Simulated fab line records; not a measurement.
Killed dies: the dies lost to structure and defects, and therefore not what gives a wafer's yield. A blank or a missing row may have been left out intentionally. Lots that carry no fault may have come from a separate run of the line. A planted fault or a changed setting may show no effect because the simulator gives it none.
Which of the tools did it? :: flow rit_cmos :: Sampling: 14 lots, 42 wafers, 2 of 202 route steps

## WHAT EACH GAUGE READ, for each wafer
RIT_NSD_TW_MEAS_10. Usual: NSD_TW typically reads 3112, with standard deviation 13.
lot: L207
measured: day 3 02:29
on: film_metro-03
NSD_TW: 3099 3099 3093
flag: 

lot: L208
measured: day 3 10:37
on: film_metro-04
NSD_TW: 3117 3125 3109
flag: 

lot: L209
measured: day 3 15:44
on: film_metro-04
NSD_TW: 3103 3108 3122
flag: 

lot: L211
measured: day 4 02:41
on: film_metro-02
NSD_TW: 3116 3105 3104
flag: 

lot: L212
measured: day 4 08:00
on: film_metro-04
NSD_TW: 3082 3112 3096
flag: 

lot: L213
measured: day 4 11:05
on: film_metro-03
NSD_TW: 3106 3109 3105
flag: 

lot: L214
measured: day 4 16:25
on: film_metro-03
NSD_TW: 3110 3113 3124
flag: 

lot: L216
measured: day 5 02:30
on: film_metro-02
NSD_TW: 3119 3118 3135
flag: 

lot: L221
measured: day 6 04:29
on: film_metro-03
NSD_TW: 30 30 30
flag: OFF

lot: L222
measured: day 6 07:59
on: film_metro-04
NSD_TW: 30 30 30
flag: OFF

lot: L223
measured: day 6 09:58
on: film_metro-02
NSD_TW: 3131 3107 3112
flag: 

lot: L225
measured: day 6 22:16
on: film_metro-04
NSD_TW: 3114 3112 3130
flag: 

lot: L229
measured: day 7 18:11
on: film_metro-04
NSD_TW: 3115 3104 3102
flag: 

lot: L230
measured: day 7 21:01
on: film_metro-04
NSD_TW: 3116 3096 3130
flag: 

## WHAT TOOL EACH LOT RAN ON (gives the tool, then ch and the chambers of the sampled wafers, and finally the start)
lot: L207
RIT_NSD_DEVELOP_05: litho_track-03 ch 0, day 3 01:00

lot: L208
RIT_NSD_DEVELOP_05: litho_track-03 ch 0, day 3 09:00

lot: L209
RIT_NSD_DEVELOP_05: litho_track-04 ch 0, day 3 15:00

lot: L211
RIT_NSD_DEVELOP_05: litho_track-04 ch 0, day 4 01:00

lot: L212
RIT_NSD_DEVELOP_05: litho_track-03 ch 0, day 4 07:00

lot: L213
RIT_NSD_DEVELOP_05: litho_track-02 ch 0, day 4 10:00

lot: L214
RIT_NSD_DEVELOP_05: litho_track-04 ch 0, day 4 15:00

lot: L216
RIT_NSD_DEVELOP_05: litho_track-02 ch 0, day 5 01:00

lot: L221
RIT_NSD_DEVELOP_05: litho_track-03 ch 0, day 6 03:00

lot: L222
RIT_NSD_DEVELOP_05: litho_track-03 ch 0, day 6 07:00

lot: L223
RIT_NSD_DEVELOP_05: litho_track-02 ch 0, day 6 09:00

lot: L225
RIT_NSD_DEVELOP_05: litho_track-04 ch 0, day 6 21:00

lot: L229
RIT_NSD_DEVELOP_05: litho_track-04 ch 0, day 7 17:00

lot: L230
RIT_NSD_DEVELOP_05: litho_track-02 ch 0, day 7 20:00
- RIT_NSD_DEVELOP_05: develop time 50 s.

## AS READ BY THE TOOLS THEMSELVES (means over the sampled wafers that have a number; for cases with no such wafer, the mark the record gives instead)
The record holds no such reading with a usual standard deviation.

## THE ANSWER, worked out from the rows above alone
Rule: lot off if the mean of its wafers having a number is beyond 3 standard deviations from the usual mean. Also off: a lot with no number at a reading for which 4 or more lots have one. The other lots that the step has rows for count as sound. After the gauges, taken in route order, come the tools' own readings; for these a lot's mean is taken, as printed above. The first step at which some lot is off is used, and at that step the reading that is off furthest; a lot without a number counts as furthest.
Off: at RIT_NSD_TW_MEAS_10 (NSD_TW), L221, L222.
A tool fits if, at a process step before that reading, it ran every lot that is off, and no sound lot after the first of them. The gauges at RIT_NSD_TW_MEAS_10 are tried like those tools. One fits: RIT_NSD_DEVELOP_05 on litho_track-03. Its last sound lot is L212 (day 4 07:00), its first lot that is off L221 (day 6 03:00): a fault that began between those two fits.

## WHAT HAD BEEN PUT IN BY THE SIMULATOR
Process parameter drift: litho_track-03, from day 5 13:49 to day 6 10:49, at RIT_NSD_DEVELOP_05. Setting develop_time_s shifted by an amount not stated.
Lots struck among those shown: L221, L222. The rule above reached the same finding.
